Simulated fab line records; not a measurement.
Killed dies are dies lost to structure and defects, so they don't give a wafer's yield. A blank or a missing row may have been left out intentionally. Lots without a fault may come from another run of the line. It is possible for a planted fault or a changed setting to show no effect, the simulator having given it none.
Tool commonality check    flow rit cmos    Sampled: 15 lots, 54 wafers

== WHY THIS WAS OPENED ==
RIT_SDANNEAL_RS_MEAS_04, reading PSD_RS: flagged on 3 of 15 lots. Fault-free wafers read 116.3 ohm/sq, with a standard deviation of 0.33.
Rule: a lot is flagged in two cases, either no wafer of it has a number, or all its wafers with numbers fall more than 4 standard deviations from that mean. The other lots count as sound.

lot   measured     on             PSD_RS (ohm/sq), wafer by wafer      flag
L723  day 3 08:08  film metro-01  116.3 116.1 116.2                    
L724  day 3 10:40  film metro-01  116.4 116.3 116.4                    
L725  day 3 14:20  film metro-03  116.7 116.8 116.6                    
L726  day 3 19:16  film metro-04  116.7 116.5 116.6                    
L727  day 3 22:30  film metro-01  116.3 116.4 116.7                    
L728  day 4 03:17  film metro-04  116.1 116.7 116.7                    
L729  day 4 07:23  film metro-04  116.3 116.1 116.2                    
L730  day 4 17:46  film metro-04  116.4 116.4 116.2                    
L731  day 4 20:34  film metro-01  117.0 116.9 117.1                    
L734  day 5 10:00  film metro-03  165.6 166.1 166.2 166.0 166.1 166.4  FLAGGED
L736  day 5 19:45  film metro-01  166.1 165.9 166.5 166.4 166.1 166.7  FLAGGED
L738  day 6 09:28  film metro-04  166.1 165.8 166.0 166.1 166.2 166.1  FLAGGED
L741  day 7 05:58  film metro-01  116.3 116.5 116.6                    
L743  day 7 14:49  film metro-03  116.2 116.1 116.3                    
L745  day 8 00:47  film metro-04  116.1 116.2 115.9                    
Flagged lots average 166.1 ohm/sq: +49.8 ohm/sq relative to the usual, that is +99 or more standard deviations.

== TOOL THAT RAN EACH LOT ==
The record holds 1 process step before the reading, out of a route of 202 steps. Read each cell as the tool, then ch plus the chambers that the sampled wafers visited, then the start.
lot   flag     RIT_SDANNEAL_RTA_03
L723           rtp anneal-02 ch 0, day 3 08:05
L724           rtp anneal-01 ch 0, day 3 10:37
L725           rtp anneal-02 ch 0, day 3 14:16
L726           rtp anneal-01 ch 0, day 3 19:12
L727           rtp anneal-02 ch 0, day 3 22:26
L728           rtp anneal-01 ch 0, day 4 03:13
L729           rtp anneal-02 ch 0, day 4 07:20
L730           rtp anneal-01 ch 0, day 4 17:42
L731           rtp anneal-02 ch 0, day 4 20:31
L734  FLAGGED  rtp anneal-02 ch 0, day 5 09:56
L736  FLAGGED  rtp anneal-02 ch 0, day 5 19:42
L738  FLAGGED  rtp anneal-02 ch 0, day 6 09:25
L741           rtp anneal-01 ch 0, day 7 05:55
L743           rtp anneal-01 ch 0, day 7 14:46
L745           rtp anneal-01 ch 0, day 8 00:44
What these steps do:
- RIT_SDANNEAL_RTA_03: time 4.891 s.
- RIT_SDANNEAL_RS_MEAS_04: measures by four-point-probe.

== FLAGGED OVER TOTAL, TOOL BY TOOL (the gauges that took the reading come last) ==
step                     tool           lots run  flagged  share of the flagged lots  sound lots run after its first flagged lot
RIT_SDANNEAL_RTA_03      rtp anneal-01  7         0        none                       -
RIT_SDANNEAL_RTA_03      rtp anneal-02  8         3        all                        0
RIT_SDANNEAL_RS_MEAS_04  film metro-01  6         1        some                       1 (L741)
RIT_SDANNEAL_RS_MEAS_04  film metro-03  3         1        some                       1 (L743)
RIT_SDANNEAL_RS_MEAS_04  film metro-04  6         1        some                       1 (L745)

== WHAT THE TABLE PERMITS ==
1 row of the table ran every flagged lot: rtp anneal-02 at RIT_SDANNEAL_RTA_03.
- rtp anneal-02 at RIT_SDANNEAL_RTA_03: 3 of its 8 lots flagged. It ran its last sound lot, L731, at day 4 20:31 and its first flagged lot, L734, at day 5 09:56: a fault with its onset between the two fits. Its own readings lie more than 4 standard deviations out on every wafer of the flagged lots: wafer_temp_C_max.
Just one tool remains: rtp anneal-02 at RIT_SDANNEAL_RTA_03.

== WHAT THE SIMULATOR HAD INSERTED ==
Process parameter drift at RIT_SDANNEAL_RTA_03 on rtp anneal-02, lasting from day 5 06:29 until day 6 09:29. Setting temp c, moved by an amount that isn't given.
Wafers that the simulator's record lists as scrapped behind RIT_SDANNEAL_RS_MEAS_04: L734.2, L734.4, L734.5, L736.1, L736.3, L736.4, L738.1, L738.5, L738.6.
Shown lots that were struck: L734, L736, L738. This agrees with what the rule above found.
